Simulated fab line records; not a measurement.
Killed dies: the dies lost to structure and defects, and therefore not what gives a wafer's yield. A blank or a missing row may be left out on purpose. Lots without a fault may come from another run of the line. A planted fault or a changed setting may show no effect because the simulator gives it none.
The same fault as seen by 2 desks / flow berkeleyCmos170 / every desk sees just its own numbers, and what lay behind them comes last

## DESK OF THE TOOL OWNER: implanter-01
The tool's own readings at UCB170_PFIELD_IMPLANT_07: means of the sampled wafers that have a number, for each lot that ran on this tool. A lot is out of limits, marked OUT, if its mean lies more than 4 standard deviations from the usual mean; the brackets give that distance.
Columns: A = doseIonsCm2 at UCB170_PFIELD_IMPLANT_07, usual 2.0003e+13
lot=L354; first seen here=day 5 18:34; A=1.9462e+13 (-27) OUT
lot=L355; first seen here=day 5 23:40; A=1.9425e+13 (-29) OUT
lot=L370; first seen here=day 9 14:20; A=2.0018e+13
This desk finds L354, L355 out of limits, L354 being first, at day 5 18:34 (doseIonsCm2 at UCB170_PFIELD_IMPLANT_07). Within limits: L370.

## FROM THE METROLOGY DESK
What the gauges read for every lot (on any tool): the sampled wafers with a number, averaged. A lot is out of limits, marked OUT, if its mean lies more than 4 standard deviations from the usual mean; the brackets give that distance.
Columns: A = ACTIVE_OVL at UCB170_ACTIVE_OVL_MEAS_14, usual 3 nm; B = cdNm at UCB170_ACTIVE_CD_MEAS_90, usual 1200.2 nm; C = PFIELD_OVL at UCB170_PFIELD_OVL_MEAS_06, usual 2 nm
lot=L351; first seen here=day 5 00:03; A=1; B=1200.9; C=-5
lot=L354; first seen here=day 5 16:44; A=-1; B=1200.0; C=9
lot=L355; first seen here=day 5 22:04; A=-3; B=1199.7; C=0
lot=L365; first seen here=day 7 22:31; A=-3; B=1200.0; C=-4
lot=L367; first seen here=day 8 09:23; A=8; B=1199.7; C=5
lot=L370; first seen here=day 9 11:23; A=5; B=1200.3; C=-6
This desk found nothing out of limits on any of the 6 lots.

## PUT TOGETHER
At day 5 18:34, on L354, L355, the tool owner's desk was in a position to raise an alarm.
The metrology desk saw nothing out of limits.
The metrology desk holds a record of L354, L355, inside its limits.
Every lot named ran UCB170_PFIELD_IMPLANT_07 on implanter-01.

## WHAT HAD BEEN PUT IN BY THE SIMULATOR
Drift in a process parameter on implanter-01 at UCB170_PFIELD_IMPLANT_07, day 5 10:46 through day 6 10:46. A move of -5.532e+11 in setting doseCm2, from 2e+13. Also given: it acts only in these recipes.
Struck lots among those shown: L354, L355.
Time in hours from fault onset to the first out-of-limits reading at each desk: the tool owner's desk, 8.
